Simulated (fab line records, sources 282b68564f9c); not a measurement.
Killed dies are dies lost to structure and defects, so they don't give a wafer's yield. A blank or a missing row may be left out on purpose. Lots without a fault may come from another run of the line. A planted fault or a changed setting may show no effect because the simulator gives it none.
Tool commonality check | flow rit_cmos | 14 lots, 42 wafers sampled

WHY IT WAS OPENED
At RIT_WELLDRIVE_RS_MEAS_02 the reading PWELL_RS is flagged on 2 of 14 lots. Wafers without a fault read 429.3 ohm/sq, standard deviation 1.1.
Rule: a lot is flagged when every wafer of it that has a number lies more than 4 standard deviations from that mean, or none has a number. The other lots count as sound.

lot  | measured    | on            | PWELL_RS (ohm/sq), wafer by wafer | flag
L339 | day 2 07:00 | film_metro-03 | 430.1 429.3 431.6                 |
L340 | day 2 12:45 | film_metro-04 | 429.1 429.1 428.5                 |
L341 | day 2 15:41 | film_metro-03 | 429.7 428.9 428.1                 |
L345 | day 3 11:55 | film_metro-04 | 429.3 428.5 428.7                 |
L346 | day 3 15:54 | film_metro-03 | 461.1 460.5 460.2                 | FLAGGED
L348 | day 4 03:33 | film_metro-03 | 461.9 461.9 462.4                 | FLAGGED
L350 | day 4 13:29 | film_metro-03 | 430.8 431.1 429.8                 |
L351 | day 4 18:01 | film_metro-04 | 429.8 429.7 429.3                 |
L352 | day 4 21:08 | film_metro-03 | 428.2 428.3 429.0                 |
L353 | day 5 03:55 | film_metro-04 | 430.8 431.1 431.0                 |
L356 | day 5 19:37 | film_metro-03 | 429.4 428.9 429.7                 |
L358 | day 6 13:21 | film_metro-03 | 429.1 428.4 427.4                 |
L360 | day 6 18:35 | film_metro-01 | 427.1 428.7 427.0                 |
L362 | day 7 03:20 | film_metro-01 | 429.1 429.1 430.0                 |
The numbers of the flagged lots are 461.3 ohm/sq on average: +32.0 ohm/sq against the usual, or +29 standard deviations.

WHICH TOOL RAN EACH LOT
The record holds 1 process step before the reading, out of a route of 202 steps. In each cell: the tool, then ch and the chambers that the sampled wafers went through, then the start.
lot  | flag    | RIT_PWELL_IMPLANT_08
L339 |         | implanter-03 ch 0, day 2 01:25
L340 |         | implanter-03 ch 0, day 2 06:59
L341 |         | implanter-03 ch 0, day 2 10:02
L345 |         | implanter-04 ch 0, day 3 05:58
L346 | FLAGGED | implanter-04 ch 0, day 3 10:08
L348 | FLAGGED | implanter-04 ch 0, day 3 21:44
L350 |         | implanter-03 ch 0, day 4 07:08
L351 |         | implanter-01 ch 0, day 4 12:04
L352 |         | implanter-01 ch 0, day 4 15:33
L353 |         | implanter-03 ch 0, day 4 22:20
L356 |         | implanter-03 ch 0, day 5 13:44
L358 |         | implanter-03 ch 0, day 6 07:23
L360 |         | implanter-03 ch 0, day 6 12:49
L362 |         | implanter-04 ch 0, day 6 21:44
What these steps do:
- RIT_PWELL_IMPLANT_08
- RIT_WELLDRIVE_RS_MEAS_02: measures by four-point-probe.

FLAGGED OVER TOTAL, TOOL BY TOOL (the gauges that took the reading come last)
step                     | tool          | lots run | flagged | share of the flagged lots | sound lots run after its first flagged lot
RIT_PWELL_IMPLANT_08     | implanter-01  | 2        | 0       | none                      | -
RIT_PWELL_IMPLANT_08     | implanter-03  | 8        | 0       | none                      | -
RIT_PWELL_IMPLANT_08     | implanter-04  | 4        | 2       | all                       | 1 (L362)
RIT_WELLDRIVE_RS_MEAS_02 | film_metro-01 | 2        | 0       | none                      | -
RIT_WELLDRIVE_RS_MEAS_02 | film_metro-03 | 8        | 2       | all                       | 4 (L350,L352,L356,L358)
RIT_WELLDRIVE_RS_MEAS_02 | film_metro-04 | 4        | 0       | none                      | -

WHAT THE TABLE ALLOWS
2 rows of the table ran every flagged lot: implanter-04 at RIT_PWELL_IMPLANT_08, film_metro-03 at RIT_WELLDRIVE_RS_MEAS_02.
- implanter-04 at RIT_PWELL_IMPLANT_08: 2 of its 4 lots flagged. Sound lots ran on it after the first flagged one (L362), which a lasting fault on the whole tool wouldn't allow. Its own readings lie more than 4 standard deviations out on every wafer of the flagged lots: faraday_current_uA.
- film_metro-03 at RIT_WELLDRIVE_RS_MEAS_02: 2 of its 8 lots flagged. Sound lots ran on it after the first flagged one (L350, L352, L356, L358), which a lasting fault on the whole tool wouldn't allow.
No row of the table ran every flagged lot and no sound lot after the first.

WHAT THE SIMULATOR HAD PUT IN
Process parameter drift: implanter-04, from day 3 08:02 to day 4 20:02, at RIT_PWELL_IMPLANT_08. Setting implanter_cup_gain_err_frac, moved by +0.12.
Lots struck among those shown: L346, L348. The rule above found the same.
